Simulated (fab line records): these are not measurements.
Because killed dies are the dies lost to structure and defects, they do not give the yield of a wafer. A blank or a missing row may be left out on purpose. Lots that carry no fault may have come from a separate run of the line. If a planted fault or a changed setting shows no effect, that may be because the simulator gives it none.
fab line records | flow berkeley-cmos170
[record] lots = 15 wafers = 45 last-day = 13
route steps=331 shown NSD@191
lots that met no fault: from a run of the same line without faults
start-h: hours from the record's first day to the start of the lot's first wafer shown | wait-h: hours elapsed since this lot's preceding step | " the same as in the row above | L1.1+2: a single row standing in for several wafers | - value missing, or start not given | * or withheld: withheld | < > ~ a bound
route shown NAME@n: a module of which the file shows steps, and the number in the route of the first | usual: mean/standard deviation taken from wafers without a fault | same: alike in all rows | chamber/n: place in a boat | sites: per-site readings | _std_site: standard deviation of those values | _edge_site: inner sites' mean taken away from outer sites' mean | radius-mm: for every site, how far away it sits from the centre of the wafer | mask NAME#n: copy n | behind: the last tool/chamber to shape the wafer | hold: why the lot was held/for how many hours/how that ended | device: the transistor (n, p or np) that didn't switch | end of line: the tests these same wafers got at the end of their route | where a step has no rows: the recipe by itself | killed: dies lost to structure and defects at the first sort, not the wafer's yield | map: dies across one wafer; x = killed, . = not, _ = none there
set.NAME: setting as actually run; set.NAME@STEP: the setting as run at that earlier step | model.NAME: the simulator's own value behind a step, which no gauge read
the route's steps for a sample of lots (tables are steps, rows are wafers)
[[steps]]
[step UCB170_NSD_PEB_04]
[recipe] peb-temp-c = 130 peb-time-s = withheld resist = KrF
[usual] chill-plate-temp-C = 23.00/0.1 exhaust-pa = 45.2/0.99
// columns lot.wafer tool chamber start-h wait-h chill-plate-temp-C exhaust-pa
L485.2 litho-track-01 0 162.78 0.3 23.15 45.0
L485.3 " 0 " " 23.01 45.7
L485.5 " 0 " " 22.93 44.4
L488.3 litho-track-01 0 173.21 0.3 23.01 45.8
L488.4 " 0 " " 22.88 46.4
L488.5 " 0 " " 23.10 45.7
L486.2 litho-track-01 0 173.46 0.3 22.95 45.2
L486.3 " 0 " " 23.17 46.1
L486.5 " 0 " " 23.03 44.5
L493.1 litho-track-01 0 197.28 0.6 22.91 46.2
L493.3 " 0 " " 22.86 45.4
L493.5 " 0 " " 22.88 45.2
L491.1 litho-track-03 0 197.48 0.5 22.99 45.7
L491.2 " 0 " " 23.04 46.5
L491.5 " 0 " " 23.01 45.5
L492.1 litho-track-03 0 197.75 0.3 22.95 47.2
L492.2 " 0 " " 23.00 45.7
L492.3 " 0 " " 22.97 46.1
L494.2 litho-track-01 0 213.66 0.5 23.03 44.6
L494.4 " 0 " " 23.12 44.3
L494.5 " 0 " " 23.09 45.0
L497.1 litho-track-04 0 231.70 0.1 22.98 46.0
L497.2 " 0 " " 23.10 44.7
L497.4 " 0 " " 23.01 44.9
L500.1 litho-track-01 - 244.68 0.4 - -
L500.2 " - " " - -
L500.6 " - " " - -
L502.1 litho-track-01 - 262.34 0.1 - -
L502.5 " - " " - -
L502.6 " - " " - -
L507.1 litho-track-03 0 272.64 0.7 23.08 44.0
L507.2 " 0 " " 23.02 43.4
L507.4 " 0 " " 22.92 42.6
L503.1 litho-track-01 - 272.68 0.7 - -
L503.3 " - " " - -
L503.6 " - " " - -
L505.1 litho-track-04 0 273.44 0.1 23.04 44.3
L505.2 " 0 " " 22.98 43.6
L505.5 " 0 " " 22.94 44.5
L506.1 litho-track-04 0 273.71 0.1 23.13 45.4
L506.5 " 0 " " 23.00 46.3
L506.6 " 0 " " 23.01 45.4
L508.2 litho-track-04 0 281.51 0.5 22.95 44.3
L508.3 " 0 " " 23.00 44.6
L508.4 " 0 " " 23.09 45.2
[[key]]
[first-sign] step = UCB170_NSD_PEB_04 reading = tool-record direction = missing
effect none on later readings
met-at UCB170_NSD_PEB_04
struck-lots L500,L502,L503
sort-left-out L500.1,L500.2,L500.6,L502.1,L502.5,L502.6,L503.1,L503.3,L503.6
tester-left-out L500,L502,L503
onset-between 213.66 244.68
[fault] kind = skipped-step-whole tool = litho-track-01 chamber = - onset-h = 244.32 steps = UCB170_NSD_PEB_04 scope = struck-lots-only
// tester-left-out: of these lots the tester's yield and bins aren't shown, on N5 and GAA mostly nor the transistor test; their killed dies are dies lost to structure and defects alone, not to doping, threshold or leakage, so they don't give the yield
// sort-left-out: the simulated sort isn't trusted on such a fault, so these wafers' sort isn't shown, and their yield isn't known
